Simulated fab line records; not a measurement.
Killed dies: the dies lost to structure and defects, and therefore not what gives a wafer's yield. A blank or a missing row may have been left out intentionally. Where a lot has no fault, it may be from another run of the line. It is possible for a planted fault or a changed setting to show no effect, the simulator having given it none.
Comparing a struck lot with a sound one :: flow rit-cmos :: 16 steps out of a route of 202
Sound: the wafers L957.3, L957.4, L957.5. Wafers struck: L961.2, L961.4, L961.5. At the end, the cause is stated.
At each step with rows: each side's tool, then ch and its chambers, then its first start. Under that, the readings that differ: sound wafers :: struck wafers :: difference of the means :: sigmas: that difference in standard deviations of wafers without a fault.
alike: same words and numbers on both sides, and readings whose means sit less than 2 such deviations apart. not compared: any withheld reading, any reading some wafer has no value for, any bound like >300 that may hide the same value, and any number with overlapping values for which the record gives no deviation.
The two part at a step that has a row with sigmas, a row that says differs or no value, or rows on one side only. Non-overlapping numbers with no deviation appear without sigmas and do not part them. A reading missing from all wafers of one side parts the sides only when that side holds two or more wafers.

RIT_PWELL_TW_MEAS_10:
  sound: film-metro-01 at day 2 06:53; struck: film-metro-04 at day 3 02:22
reading: PWELL_TW
sound: 966 966 965
struck: 939 943 941
difference: -25
sigmas: -3
then, 1 step without rows for these wafers: RIT_WELLDRIVE_ANNEAL_00 (time 14700 s).
RIT_WELLDRIVE_RS_MEAS_01: measures by four-point-probe.
  sound: film-metro-01 at day 2 12:03; struck: film-metro-02 at day 3 08:01
  alike: NWELL_RS
RIT_WELLDRIVE_RS_MEAS_02: measures by four-point-probe.
  sound: film-metro-01 at day 2 12:10; struck: film-metro-02 at day 3 08:08
  alike: PWELL_RS
then, 6 steps without rows for these wafers: RIT_NRETRO_HMDS_00 (prime time 60 s); RIT_NRETRO_COAT_01 (resist thk 1300 nm); RIT_NRETRO_SOFTBAKE_02 (time 60 s); RIT_NRETRO_EXPOSE_03 (exposes mask M4, target cd 43900 nm); RIT_NRETRO_PEB_04; RIT_NRETRO_DEVELOP_05 (develop time 68 s).
RIT_NRETRO_OVL_MEAS_06:
  sound: overlay-01 at day 2 13:16; struck: overlay-01 at day 3 09:15
  alike: NRETRO_OVL
then, 1 step without rows for these wafers: RIT_NRETRO_HARDBAKE_07 (time 120 s).
RIT_NRETRO_IMPLANT_08:
  sound on implanter-03 ch 0, day 2 13:35; struck on implanter-03 ch 0, day 3 09:34
reading: beam-on-s (s)
sound: 9.92 10.08 10.09
struck: 15.02 14.33 14.32
difference: +4.53
sigmas: +24

reading: faraday-current-uA
sound: 32.1 31.4 31.5
struck: 21.1 22.2 22.1
difference: -9.9
sigmas: -17
RIT_NRETRO_STRIP_09: strips in O2, time 180 s.
  sound on plasma-asher-01 ch 0,1, day 2 13:45; struck on plasma-asher-01 ch 0,1, day 3 09:41
  alike: drypump-motor-current-A
  not compared: rf-hours-counter-h
RIT_NRETRO_TW_MEAS_10:
  sound: film-metro-02 at day 2 13:53; struck: film-metro-03 at day 3 10:05
reading: NRETRO_TW
sound: 1070 1069 1063
struck: 1177 1172 1169
difference: +105
sigmas: +8
  not compared: hold
RIT_M1_PROBE_99:
  sound: prober-02 at day 3 22:58; struck: prober-02 at day 4 19:46
  alike: killed-at-contacts, killed-at-front-end, killed-dies, killed-open, killed-short

## WHERE THEY PART
Last at RIT_NRETRO_TW_MEAS_10 as far as this record goes, first at RIT_PWELL_TW_MEAS_10. Later steps at which nothing parts them and some readings are alike: RIT_M1_PROBE_99.

WHY: whatever the simulator had introduced
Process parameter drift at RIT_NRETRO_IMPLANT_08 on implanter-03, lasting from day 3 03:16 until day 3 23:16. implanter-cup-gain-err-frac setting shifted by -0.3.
